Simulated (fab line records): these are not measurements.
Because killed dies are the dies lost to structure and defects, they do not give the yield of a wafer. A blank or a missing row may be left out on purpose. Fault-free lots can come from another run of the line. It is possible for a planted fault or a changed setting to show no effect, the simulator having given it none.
Which of the tools did it? | flow rit_cmos | 14 lots with 42 wafers sampled at 7 steps, on a route of 202 steps

== WHAT THE GAUGES READ, wafer by wafer ==
RIT_ACTIVE_BOW_MEAS_00. Usual: INCOMING_BOW typically reads 1 um, with standard deviation 6.1.
lot  | measured    | on            | INCOMING_BOW (um) | flag
L875 | day 1 15:00 | film_metro-02 | 8 -2 -17          |
L876 | day 1 20:01 | film_metro-02 | 16 7 7            |
L877 | day 2 01:00 | film_metro-02 | -3 -4 6           |
L878 | day 2 06:00 | film_metro-04 | -1 0 10           |
L879 | day 2 11:00 | film_metro-02 | -3 -12 3          |
L880 | day 2 16:00 | film_metro-01 | -4 -3 6           |
L881 | day 2 21:00 | film_metro-02 | -6 4 -7           |
L884 | day 3 12:01 | film_metro-04 | 5 10 -1           |
L887 | day 4 03:01 | film_metro-04 | 3 2 -5            |
L891 | day 4 23:04 | film_metro-01 | 11 -3 -1          |
L893 | day 5 09:00 | film_metro-01 | 1 -3 2            |
L895 | day 5 19:02 | film_metro-02 | 3 10 0            |
L896 | day 6 00:00 | film_metro-04 | -4 6 -4           |
L897 | day 6 05:00 | film_metro-01 | -6 -5 4           |

RIT_ACTIVE_CD_MEAS_11: the cd target is 1400 nm. Usual: cd_nm 1399.5 nm, standard deviation 2.5.
lot  | measured    | on        | cd_nm (nm)           | flag
L875 | day 1 19:34 | cd_sem-01 | 1400.4 1398.3 1396.4 |
L876 | day 2 00:29 | cd_sem-01 | 1398.3 1399.4 1395.2 |
L877 | day 2 05:26 | cd_sem-01 | 1398.8 1400.0 1401.0 |
L878 | day 2 11:38 | cd_sem-01 | 1400.8 1403.9 1403.2 |
L879 | day 2 16:58 | cd_sem-01 | 1396.1 1397.1 1399.1 |
L880 | day 2 20:50 | cd_sem-02 | 1397.4 1398.0 1399.9 |
L881 | day 3 02:35 | cd_sem-02 | 1400.5 1400.9 1398.1 |
L884 | day 3 17:56 | cd_sem-02 | 1404.2 1406.5 1402.3 |
L887 | day 4 09:46 | cd_sem-02 | 1397.5 1397.1 1395.7 |
L891 | day 5 04:11 | cd_sem-02 | 1396.4 1397.6 1396.8 |
L893 | day 5 13:43 | cd_sem-02 | 1397.7 1397.8 1397.7 |
L895 | day 5 23:35 | cd_sem-02 | 1397.3 1397.7 1397.1 |
L896 | day 6 05:40 | cd_sem-01 | 1401.7 1400.4 1401.8 |
L897 | day 6 10:09 | cd_sem-02 | 1401.9 1401.0 1399.1 |

RIT_FOX2_THK_MEAS_01. Usual: FOX2_OXIDE_THK typically reads 353 nm, with standard deviation 5.2.
lot  | measured    | on            | FOX2_OXIDE_THK (nm) | flag
L875 | day 1 23:59 | film_metro-04 | 366 364 358         |
L876 | day 2 09:38 | film_metro-03 | 358 354 354         |
L877 | day 2 12:16 | film_metro-02 | 350 358 354         |
L878 | day 2 15:49 | film_metro-02 | 361 358 357         |
L879 | day 2 22:14 | film_metro-03 | 350 355 351         |
L880 | day 3 02:22 | film_metro-02 | 346 348 349         |
L881 | day 3 08:54 | film_metro-03 | 354 352 354         |
L884 | day 3 21:56 | film_metro-03 | 353 353 354         |
L887 | day 4 13:38 | film_metro-02 | 475 474 474         | OFF
L891 | day 5 09:26 | film_metro-04 | 350 352 357         |
L893 | day 5 18:49 | film_metro-03 | 477 478 484         | OFF
L895 | day 6 04:34 | film_metro-03 | 356 361 355         |
L896 | day 6 09:43 | film_metro-02 | 354 360 355         |
L897 | day 6 17:26 | film_metro-04 | 356 349 353         |

RIT_FOX2_THK_MEAS_90. Usual: FIELD_OXIDE_LEFT_1_THK typically reads 326 nm, with standard deviation 5.3.
lot  | measured    | on            | FIELD_OXIDE_LEFT_1_THK (nm) | flag
L875 | day 2 00:52 | film_metro-04 | 339 337 330                 |
L876 | day 2 10:35 | film_metro-03 | 331 327 327                 |
L877 | day 2 13:13 | film_metro-02 | 323 330 327                 |
L878 | day 2 16:41 | film_metro-02 | 334 330 330                 |
L879 | day 2 23:07 | film_metro-02 | 322 328 323                 |
L880 | day 3 03:15 | film_metro-04 | 319 321 321                 |
L881 | day 3 09:46 | film_metro-03 | 327 324 327                 |
L884 | day 3 22:49 | film_metro-03 | 326 325 326                 |
L887 | day 4 14:31 | film_metro-03 | 447 446 446                 | OFF
L891 | day 5 10:18 | film_metro-04 | 323 325 330                 |
L893 | day 5 19:46 | film_metro-04 | 449 450 456                 | OFF
L895 | day 6 05:40 | film_metro-03 | 328 334 328                 |
L896 | day 6 10:36 | film_metro-04 | 327 332 327                 |
L897 | day 6 18:23 | film_metro-02 | 329 322 326                 |

RIT_PWELL_OVL_MEAS_06. Usual: PWELL_OVL typically reads 0.9 nm, with standard deviation 1.6.
lot  | measured    | on         | PWELL_OVL (nm) | flag
L875 | day 2 03:35 | overlay-02 | -0.3 0.3 -0.6  |
L876 | day 2 13:04 | overlay-01 | 2.0 1.1 1.0    |
L877 | day 2 15:47 | overlay-02 | 1.9 2.3 2.8    |
L878 | day 2 19:18 | overlay-02 | 1.4 0.9 1.1    |
L879 | day 3 01:50 | overlay-01 | 1.9 -0.8 -0.6  |
L880 | day 3 05:58 | overlay-02 | -2.6 -3.3 -3.6 |
L881 | day 3 12:40 | overlay-02 | 0.1 -0.2 1.9   |
L884 | day 4 01:33 | overlay-02 | -0.1 1.7 0.4   |
L887 | day 4 17:26 | overlay-01 | 0.8 1.3 -1.4   |
L891 | day 5 12:55 | overlay-02 | 1.6 1.6 -0.8   |
L893 | day 5 22:37 | overlay-01 | -1.1 -0.7 0.9  |
L895 | day 6 08:22 | overlay-01 | 1.0 0.6 2.7    |
L896 | day 6 13:20 | overlay-02 | 1.2 0.1 0.3    |
L897 | day 6 21:00 | overlay-02 | 1.8 2.9 1.6    |

RIT_FOX2_THK_MEAS_91. Usual: FIELD_OXIDE_LEFT_2_THK typically reads 258 nm, with standard deviation 5.6.
lot  | measured    | on            | FIELD_OXIDE_LEFT_2_THK (nm) | flag
L875 | day 2 15:01 | film_metro-03 | 271 269 263                 |
L876 | day 2 23:19 | film_metro-03 | 263 258 259                 |
L877 | day 3 03:33 | film_metro-03 | 255 263 259                 |
L878 | day 3 05:02 | film_metro-04 | 266 263 262                 |
L879 | day 3 11:20 | film_metro-04 | 254 259 255                 |
L880 | day 3 18:02 | film_metro-03 | 251 253 253                 |
L881 | day 4 00:42 | film_metro-02 | 259 256 259                 |
L884 | day 4 13:14 | film_metro-03 | 259 258 259                 |
L887 | day 5 04:27 | film_metro-04 | 379 378 378                 | OFF
L891 | day 5 23:26 | film_metro-04 | 256 258 263                 |
L893 | day 6 09:02 | film_metro-03 | 381 382 388                 | OFF
L895 | day 6 18:50 | film_metro-03 | 260 265 259                 |
L896 | day 7 00:01 | film_metro-04 | 260 266 260                 |
L897 | day 7 07:46 | film_metro-03 | 260 253 257                 |

== EACH LOT AND THE TOOL THAT RAN IT (in order: tool; ch and the chambers of the sampled wafers; start) ==
lot  | RIT_FOX2_OXIDATION_00
L875 | furnace-03 ch 0, day 1 22:40
L876 | furnace-03 ch 0, day 2 08:19
L877 | furnace-03 ch 0, day 2 10:58
L878 | furnace-03 ch 0, day 2 14:29
L879 | furnace-03 ch 0, day 2 20:55
L880 | furnace-01 ch 0, day 3 01:04
L881 | furnace-01 ch 0, day 3 07:35
L884 | furnace-04 ch 0, day 3 20:37
L887 | furnace-04 ch 0, day 4 12:19
L891 | furnace-03 ch 0, day 5 08:05
L893 | furnace-04 ch 0, day 5 17:30
L895 | furnace-01 ch 0, day 6 03:14
L896 | furnace-03 ch 0, day 6 08:24
L897 | furnace-03 ch 0, day 6 16:08
- RIT_FOX2_OXIDATION_00: target thk 350.7 nm, ox time 1130 s.

== WHAT THE TOOLS THEMSELVES READ (means of the sampled wafers that have a number; where no wafer has one, the mark that the record gives instead) ==
RIT_FOX2_OXIDATION_00. Usual: for spike_tc_centre_C, 1101.8 C with a standard deviation of 0.98; for spike_tc_load_C, 1126 C with a standard deviation of 3.1; for spike_tc_source_C, 1125 C with a standard deviation of 3.4; for tube_center_temp_C, 1100 C with a standard deviation of 0.09; for tube_center_temp_C_max, 1102.9 with a standard deviation of 0.47; for zone_power_load_pct, 45.4 % with a standard deviation of 1.8; for zone_power_source_pct, 41.8 % with a standard deviation of 1.8.
lot  | tool       | spike_tc_centre_C (C) | spike_tc_load_C (C) | spike_tc_source_C (C) | tube_center_temp_C (C) | tube_center_temp_C_max | zone_power_load_pct (%) | zone_power_source_pct (%) | flag
L875 | furnace-03 | 1102.1                | 1130                | 1128                  | 1100                   | 1102.5                 | 44.2                    | 43.5                      |
L876 | furnace-03 | 1101.4                | 1128                | 1128                  | 1100                   | 1102.6                 | 44.2                    | 43.9                      |
L877 | furnace-03 | 1101.1                | 1128                | 1128                  | 1100                   | 1102.6                 | 43.2                    | 43.2                      |
L878 | furnace-03 | 1101.2                | 1128                | 1129                  | 1100                   | 1103.0                 | 44.0                    | 43.8                      |
L879 | furnace-03 | 1101.4                | 1129                | 1128                  | 1100                   | 1102.8                 | 44.1                    | 43.6                      |
L880 | furnace-01 | 1102.2                | 1122                | 1121                  | 1100                   | 1102.9                 | 48.0                    | 39.8                      |
L881 | furnace-01 | 1102.7                | 1120                | 1120                  | 1100                   | 1102.5                 | 47.7                    | 39.8                      |
L884 | furnace-04 | 1102.5                | 1128                | 1124                  | 1100                   | 1102.7                 | 46.5                    | 39.8                      |
L887 | furnace-04 | 1189.3                | 1216                | 1212                  | 1186                   | 1190.0                 | 55.8                    | 47.2                      | OFF
L891 | furnace-03 | 1102.3                | 1127                | 1129                  | 1100                   | 1102.5                 | 43.8                    | 43.3                      |
L893 | furnace-04 | 1188.0                | 1214                | 1211                  | 1186                   | 1189.3                 | 55.4                    | 46.8                      | OFF
L895 | furnace-01 | 1101.7                | 1122                | 1121                  | 1100                   | 1102.9                 | 47.5                    | 40.1                      |
L896 | furnace-03 | 1101.6                | 1129                | 1128                  | 1100                   | 1103.0                 | 43.7                    | 43.4                      |
L897 | furnace-03 | 1101.3                | 1128                | 1128                  | 1100                   | 1102.6                 | 44.2                    | 43.1                      |

== THE ANSWER, worked out from the rows above alone ==
Rule: take the mean of a lot's wafers that have a number; if it is more than 3 standard deviations from the usual mean, the lot is off. A lot without any number at a reading at which 4 lots or more have one is off too. Where the step has rows for the other lots, those lots are counted as sound. First the gauges in route order, then the tools' own readings, where a lot's mean is used as printed above. The first step at which some lot is off is used, and at that step the reading that is off furthest; a lot without a number counts as furthest.
Off: at RIT_FOX2_THK_MEAS_01 (FOX2_OXIDE_THK), L887, L893.
A tool fits if, at a process step before that reading, it ran every lot that is off, and no sound lot after the first of them. The gauges at RIT_FOX2_THK_MEAS_01 aren't tried: what is off there is off at RIT_FOX2_OXIDATION_00 too, on other tools, and a gauge's error can't cause that. One candidate fits, namely furnace-04 at RIT_FOX2_OXIDATION_00. Its last sound lot is L884 (day 3 20:37), its first lot that is off L887 (day 4 12:19): a fault that began between those two fits.
The tool's own readings at RIT_FOX2_OXIDATION_00 bear it out: on the lots that are off they differ by more than 5 times the standard deviation of the sound lots' means. spike_tc_centre_C reads 1188.7 C there against 1101.8 C on the sound lots; spike_tc_load_C reads 1215 C there against 1127 C on the sound lots; spike_tc_source_C reads 1212 C there against 1126 C on the sound lots; tube_center_temp_C reads 1186 C there against 1100 C on the sound lots; tube_center_temp_C_max reads 1189.7 there against 1102.7 on the sound lots; zone_power_load_pct reads 55.6 % there against 45.1 % on the sound lots.

== WHAT THE SIMULATOR PUT IN ==
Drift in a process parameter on furnace-04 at RIT_FOX2_OXIDATION_00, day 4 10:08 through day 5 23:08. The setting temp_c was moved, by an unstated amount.
Shown lots that were struck: L887, L893. The rule above found the same.
